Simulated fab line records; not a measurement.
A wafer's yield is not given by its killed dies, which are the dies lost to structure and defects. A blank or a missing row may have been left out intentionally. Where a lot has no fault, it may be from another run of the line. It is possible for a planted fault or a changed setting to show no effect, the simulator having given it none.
8D (eight disciplines) problem report, filled in by code / flow ritCmos / the parts of the form that need people (team, actions taken, sign-off) are left out

## 1. WHAT WENT WRONG
Wafers free of any fault read 249.8 nm (standard deviation 2) for SPACER_NITRIDE_THK at RIT_SPACER_THK_MEAS_04, against a mean of 420.8 nm on 6 wafers of 2 lots. That puts it +86 standard deviations away from the usual mean.
First observed at day 4 20:09: wafer L887.2, on filmMetro-04. At this step, 42 wafers from 14 lots have a number in the record. By rule, "out" or "out of limits" means more than 4 standard deviations away from the usual mean. The other wafers with a number count as sound.

## 2. WHAT IT IS AND WHAT IT IS NOT
question=which readings at this step | is=SPACER_NITRIDE_THK | is not=-
question=which lots | is=L887, L890 | is not=L878, L880, L881, L882, L883, L884, L885, L886, L897, L898, L899, L900
question=which wafers of those lots | is=all that have a number | is not=-
question=read on which gauges | is=filmMetro-04 | is not=filmMetro-01, filmMetro-03
question=when | is=from day 4 20:09 | is not=up to then (24 sound wafers); but 12 sound wafers of L897, L898, L899, L900 came after

## 3. WHAT RULES OUT EACH SUSPECT
Counting: a tool at any process step up to the reading remains a suspect when it ran all the lots that are out and ran no sound lot after the first of those.
- the gauge at RIT_SPACER_THK_MEAS_04: ruled out. All the wafers that are out were read on filmMetro-04, but those of them that RIT_SPACER_CVD_03 has rows for are out there too, on other tools.
- lpcvd-02 at RIT_SPACER_CVD_03 (deposits Si3N4 from SiH2Cl2/NH3, target thk 250 nm, time 3300 s): kept. It ran every lot that is out, first L887 (day 4 18:13), and no sound lot after that; its last sound lot up to then is L886 (day 4 15:11). On those wafers its own readings are out: spikeTcCentreC, spikeTcLoadC, spikeTcSourceC, susceptorTempC.
The count leaves lpcvd-02 at RIT_SPACER_CVD_03.

## 4. THE CAUSE (what the simulator had put in)
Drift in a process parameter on lpcvd-02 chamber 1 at RIT_SPACER_CVD_03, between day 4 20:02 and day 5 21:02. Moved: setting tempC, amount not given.
Only this tool survived the counting.

## 5. THE CHAIN OF EFFECTS, in route order
Each row: a reading where the mean over the struck wafers with a number is more than 3 standard deviations away from the usual. Readings are gone through only where the record gives a usual standard deviation; hours: the median, over the lots, of the time from a lot's start at the first step in this table giving one to that lot's start at this step; sigmas: the change measured in usual standard deviations.
hours=0; step=RIT_SPACER_CVD_03; reading=spikeTcCentreC; usual=812.3 C; on struck wafers=846.9; change=+34.6; sigmas=+25
hours=0; step=RIT_SPACER_CVD_03; reading=spikeTcLoadC; usual=834.0 C; on struck wafers=868.5; change=+34.5; sigmas=+14
hours=0; step=RIT_SPACER_CVD_03; reading=spikeTcSourceC; usual=831.7 C; on struck wafers=867.1; change=+35.4; sigmas=+13
hours=0; step=RIT_SPACER_CVD_03; reading=susceptorTempC; usual=810.1 C; on struck wafers=846.7; change=+36.6; sigmas=+99 or more
hours=0; step=RIT_SPACER_CVD_03; reading=zonePowerLoadPct; usual=21.6 %; on struck wafers=24.0; change=+2.4; sigmas=+3.8
hours=0; step=RIT_SPACER_CVD_03; reading=zonePowerSourcePct; usual=20.5 %; on struck wafers=24.2; change=+3.7; sigmas=+3.4
hours=2; step=RIT_SPACER_THK_MEAS_04; reading=SPACER_NITRIDE_THK; usual=249.8 nm; on struck wafers=420.8; change=+171.0; sigmas=+86
hours=2; step=RIT_SPACER_ETCHBACK_05; reading=oesProductAu; usual=0.844 a.u.; on struck wafers=1.013; change=+0.169; sigmas=+12
Process steps it contains:
- RIT_SPACER_CVD_03: deposits Si3N4 from SiH2Cl2/NH3, target thk 250 nm, time 3300 s.
- RIT_SPACER_ETCHBACK_05: etches Si3N4 in SF6/CHF3, stops on SiO2, target depth 250 nm, time 240 s.

## 6. HOW IT WOULD HAVE BEEN CAUGHT EARLIER
0 hours passed between the start of the fault at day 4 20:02 and the first reading out of limits at a measuring or inspecting step in this record, taken at day 4 20:09.
The tool's own readings at RIT_SPACER_CVD_03 were out on every struck wafer that the step has a row for (spikeTcCentreC, spikeTcLoadC, spikeTcSourceC, susceptorTempC): an alarm limit on them would have fired on the first of those.
Among the 2 lots that are out, L890 began RIT_SPACER_CVD_03 on lpcvd-02 after day 4 20:09. A tool hold placed at that time would have kept it from harm.
